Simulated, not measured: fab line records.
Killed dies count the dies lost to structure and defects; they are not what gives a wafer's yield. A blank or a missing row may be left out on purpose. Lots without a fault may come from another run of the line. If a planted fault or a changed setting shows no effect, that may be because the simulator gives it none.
Split-lot experiment / flow rit_cmos / on a route of 202 steps: 5 lots, 23 wafers read

ABOUT THE SPLIT
At RIT_GATE_OXIDATION_05 (target thk 3 nm, ox time 270 s), the setting ox_time_s was moved away from the recipe's 270 s on 20 of the 23 wafers read, by -15.0% to +8.1%. All remaining wafers had this setting at the recipe value.

SPLIT TO READING: what lies between them in the file, 1 step
- RIT_GATE_ANNEAL_06: time 600 s

THE READING
GATE_OXIDE_THK (nm), taken at RIT_GATE_THK_MEAS_07. Fault-free wafers of this fab line usually give 3.00 nm, standard deviation 0.068 nm.

wafer=L074.1; tool, chamber at the split=-, -; ox_time_s as run, s=242.3; against the recipe=-10.3%; GATE_OXIDE_THK, nm=2.79; against lot-mates on the recipe=no lot-mate on the recipe
wafer=L074.2; tool, chamber at the split=-, -; ox_time_s as run, s=242.3; against the recipe=-10.3%; GATE_OXIDE_THK, nm=2.78; against lot-mates on the recipe=no lot-mate on the recipe
wafer=L074.3; tool, chamber at the split=-, -; ox_time_s as run, s=242.3; against the recipe=-10.3%; GATE_OXIDE_THK, nm=2.80; against lot-mates on the recipe=no lot-mate on the recipe
wafer=L074.5; tool, chamber at the split=-, -; ox_time_s as run, s=242.3; against the recipe=-10.3%; GATE_OXIDE_THK, nm=2.85; against lot-mates on the recipe=no lot-mate on the recipe
wafer=L074.6; tool, chamber at the split=-, -; ox_time_s as run, s=242.3; against the recipe=-10.3%; GATE_OXIDE_THK, nm=2.78; against lot-mates on the recipe=no lot-mate on the recipe
wafer=L078.1; tool, chamber at the split=-, -; ox_time_s as run, s=229.6; against the recipe=-15.0%; GATE_OXIDE_THK, nm=2.58; against lot-mates on the recipe=no lot-mate on the recipe
wafer=L078.2; tool, chamber at the split=-, -; ox_time_s as run, s=229.6; against the recipe=-15.0%; GATE_OXIDE_THK, nm=2.62; against lot-mates on the recipe=no lot-mate on the recipe
wafer=L078.4; tool, chamber at the split=-, -; ox_time_s as run, s=229.6; against the recipe=-15.0%; GATE_OXIDE_THK, nm=2.55; against lot-mates on the recipe=no lot-mate on the recipe
wafer=L078.5; tool, chamber at the split=-, -; ox_time_s as run, s=229.6; against the recipe=-15.0%; GATE_OXIDE_THK, nm=2.56; against lot-mates on the recipe=no lot-mate on the recipe
wafer=L078.6; tool, chamber at the split=-, -; ox_time_s as run, s=229.6; against the recipe=-15.0%; GATE_OXIDE_THK, nm=2.57; against lot-mates on the recipe=no lot-mate on the recipe
wafer=L080.1; tool, chamber at the split=-, -; ox_time_s as run, s=290.3; against the recipe=+7.5%; GATE_OXIDE_THK, nm=3.24; against lot-mates on the recipe=no lot-mate on the recipe
wafer=L080.2; tool, chamber at the split=-, -; ox_time_s as run, s=290.3; against the recipe=+7.5%; GATE_OXIDE_THK, nm=3.14; against lot-mates on the recipe=no lot-mate on the recipe
wafer=L080.3; tool, chamber at the split=-, -; ox_time_s as run, s=290.3; against the recipe=+7.5%; GATE_OXIDE_THK, nm=3.13; against lot-mates on the recipe=no lot-mate on the recipe
wafer=L080.4; tool, chamber at the split=-, -; ox_time_s as run, s=290.3; against the recipe=+7.5%; GATE_OXIDE_THK, nm=3.19; against lot-mates on the recipe=no lot-mate on the recipe
wafer=L080.6; tool, chamber at the split=-, -; ox_time_s as run, s=290.3; against the recipe=+7.5%; GATE_OXIDE_THK, nm=3.22; against lot-mates on the recipe=no lot-mate on the recipe
wafer=L082.2; tool, chamber at the split=furnace-01, 0; ox_time_s as run, s=270; against the recipe=recipe; GATE_OXIDE_THK, nm=3.05; against lot-mates on the recipe=-
wafer=L082.3; tool, chamber at the split=furnace-01, 0; ox_time_s as run, s=270; against the recipe=recipe; GATE_OXIDE_THK, nm=3.01; against lot-mates on the recipe=-
wafer=L082.5; tool, chamber at the split=furnace-01, 0; ox_time_s as run, s=270; against the recipe=recipe; GATE_OXIDE_THK, nm=3.01; against lot-mates on the recipe=-
wafer=L084.1; tool, chamber at the split=-, -; ox_time_s as run, s=291.8; against the recipe=+8.1%; GATE_OXIDE_THK, nm=3.15; against lot-mates on the recipe=no lot-mate on the recipe
wafer=L084.2; tool, chamber at the split=-, -; ox_time_s as run, s=291.8; against the recipe=+8.1%; GATE_OXIDE_THK, nm=3.18; against lot-mates on the recipe=no lot-mate on the recipe
wafer=L084.3; tool, chamber at the split=-, -; ox_time_s as run, s=291.8; against the recipe=+8.1%; GATE_OXIDE_THK, nm=3.15; against lot-mates on the recipe=no lot-mate on the recipe
wafer=L084.5; tool, chamber at the split=-, -; ox_time_s as run, s=291.8; against the recipe=+8.1%; GATE_OXIDE_THK, nm=3.15; against lot-mates on the recipe=no lot-mate on the recipe
wafer=L084.6; tool, chamber at the split=-, -; ox_time_s as run, s=291.8; against the recipe=+8.1%; GATE_OXIDE_THK, nm=3.18; against lot-mates on the recipe=no lot-mate on the recipe

THE FIT
A straight line over all 23 wafers: GATE_OXIDE_THK changes by +0.0245 nm for each +1% of ox_time_s; r = +0.98; the points scatter about the line by 0.051 nm.
Too few moved wafers have a lot-mate on the recipe to fit a line with each lot's own level taken away.

THE WHOLE CHAIN: every reading that the file lists as answering this split, in the file's order
step=RIT_GATE_OXIDATION_05; what it does=target thk 3 nm, ox time 270 s; reading=SiO2_of_GATE_OXIDATION_05.thk_nm (the simulator's own value, which no gauge read); change (the file's fit)=+0.0248 nm for each +1% of the setting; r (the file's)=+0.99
step=RIT_GATE_THK_MEAS_07; what it does=; reading=GATE_OXIDE_THK; change (the file's fit)=+0.0245 for each +1% of the setting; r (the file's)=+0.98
step=RIT_M1_PROBE_99; what it does=; reading=etest.pmos_0p3.r_on_ohm_um (the simulator's own value, which no gauge read); change (the file's fit)=+64.8 for each +1% of the setting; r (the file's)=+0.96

FILE'S OWN FIT
GATE_OXIDE_THK changes by +0.0245 nm for each +1% of ox_time_s, r = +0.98.
